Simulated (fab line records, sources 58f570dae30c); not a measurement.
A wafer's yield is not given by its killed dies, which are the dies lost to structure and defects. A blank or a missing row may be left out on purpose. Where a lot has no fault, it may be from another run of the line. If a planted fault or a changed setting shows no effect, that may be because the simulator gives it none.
Split-lot study	flow berkeley_cmos170	5 lots, 23 wafers read, on a route of 331 steps

ABOUT THE SPLIT
At UCB170_M1_SPUTTER_00 (material Al, target thk 600 nm, time 80 s), the setting power_w was moved away from the recipe's 6000 W on 9 of the 23 wafers read, by -9.1% to +6.8%. The other wafers ran this setting at the recipe's value.

FROM SPLIT TO READING: 1 step shown by the file between the two
- UCB170_M1_RS_MEAS_01: measures by four-point-probe

THE READING
M1_AL_THK, in nm, at UCB170_M1_THK_MEAS_02 (measures by xrf). A value of 597 nm with a standard deviation of 9.7 nm is what fault-free wafers of this fab line usually give.

wafer	tool, chamber at the split	power_w as run, W	against the recipe	M1_AL_THK, nm	against lot-mates on the recipe
L074.1	pvd_sputter-03, -	6247	+4.1%	617	+34
L074.3	pvd_sputter-03, -	6000	recipe	581	-
L074.4	pvd_sputter-03, -	6247	+4.1%	599	+16
L074.5	pvd_sputter-03, -	6000	recipe	586	-
L074.6	pvd_sputter-03, -	6000	recipe	583	-
L077.1	pvd_sputter-04, -	5457	-9.1%	553	-50
L077.2	pvd_sputter-04, -	6000	recipe	600	-
L077.3	pvd_sputter-04, -	6000	recipe	609	-
L077.4	pvd_sputter-04, -	6000	recipe	600	-
L077.6	pvd_sputter-04, -	5457	-9.1%	554	-49
L080.1	pvd_sputter-01, -	6000	recipe	590	-
L080.3	pvd_sputter-01, -	6000	recipe	598	-
L080.4	pvd_sputter-01, -	6408	+6.8%	639	+45
L080.5	pvd_sputter-01, -	6000	recipe	594	-
L080.6	pvd_sputter-01, -	6408	+6.8%	630	+36
L085.2	pvd_sputter-04, -	6000	recipe	588	-
L085.3	pvd_sputter-04, -	6000	recipe	590	-
L085.5	pvd_sputter-04, -	6000	recipe	605	-
L083.1	pvd_sputter-01, -	6370	+6.2%	638	+34
L083.3	pvd_sputter-01, -	6370	+6.2%	651	+47
L083.4	pvd_sputter-01, -	6000	recipe	600	-
L083.5	pvd_sputter-01, -	6370	+6.2%	636	+32
L083.6	pvd_sputter-01, -	6000	recipe	608	-

FIT RESULTS
A straight line over all 23 wafers: M1_AL_THK changes by +5.49 nm for each +1% of power_w; r = +0.92; the points scatter about the line by 10 nm.
The same after taking each lot's own level away (the mean of its wafers on the recipe; 23 wafers): +5.77 nm for each +1%; r = +0.98; scatter 5.6 nm.
That fit puts the effect of the largest move of power_w on the reading at 52 nm.
Measured against the standard deviation above, the lots' own levels, which go from 583.3 to 604.0 nm, span 2.1 times it.
Hence the lot-to-lot level has little effect on the slope; both slopes agree.
Check: with one of the wafers moved furthest among these (-9.1%) left out of the fit, the line predicts -52.1 nm for it against its lot-mates. Against them it came out at -50 nm.

OTHER SPLITS ON THESE WAFERS
Note: prior to the reading, these wafers also went through further splits. Each is held against what the fit with the lots' levels taken away leaves over:
other split on the same wafers	wafers away from the commonest value	r with M1_AL_THK (lot level and that fit taken away)
UCB170_NWELL_IMPLANT_14 energy_kev	5	-0.25
UCB170_ACTIVE_OXIDATION_02 ox_time_s	18	-0.02
UCB170_PFIELD_IMPLANT_07 dose_cm2	10	-0.02
UCB170_PLDD_EXPOSE_03 dose_mj	11	-0.03
UCB170_PLDD_DEVELOP_05 dev_temp_c	11	+0.13
UCB170_NLDD_EXPOSE_03 dose_mj	9	+0.04
UCB170_PSD_EXPOSE_03 dose_mj	9	-0.23
UCB170_PSD_PEB_04 peb_temp_c	4	+0.15
UCB170_CONTACT_COAT_10 spin_rpm	8	-0.32

THE WHOLE CHAIN: every reading that the file lists as answering this split, in the file's order
step	what it does	reading	change (the file's fit)	r (the file's)
UCB170_M1_SPUTTER_00	material Al, target thk 600 nm, time 80 s	Al_of_M1_SPUTTER_00.thk_nm (the simulator's own value, which no gauge read)	+5.73 nm for each +1% of the setting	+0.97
UCB170_M1_RS_MEAS_01	measures by four-point-probe	M1_AL_RS	-0.000466 for each +1% of the setting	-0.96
UCB170_M1_THK_MEAS_02	measures by xrf	M1_AL_THK	+5.79 for each +1% of the setting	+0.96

THE FILE'S OWN FIT
M1_AL_THK changes by +5.79 nm for each +1% of power_w, r = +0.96.
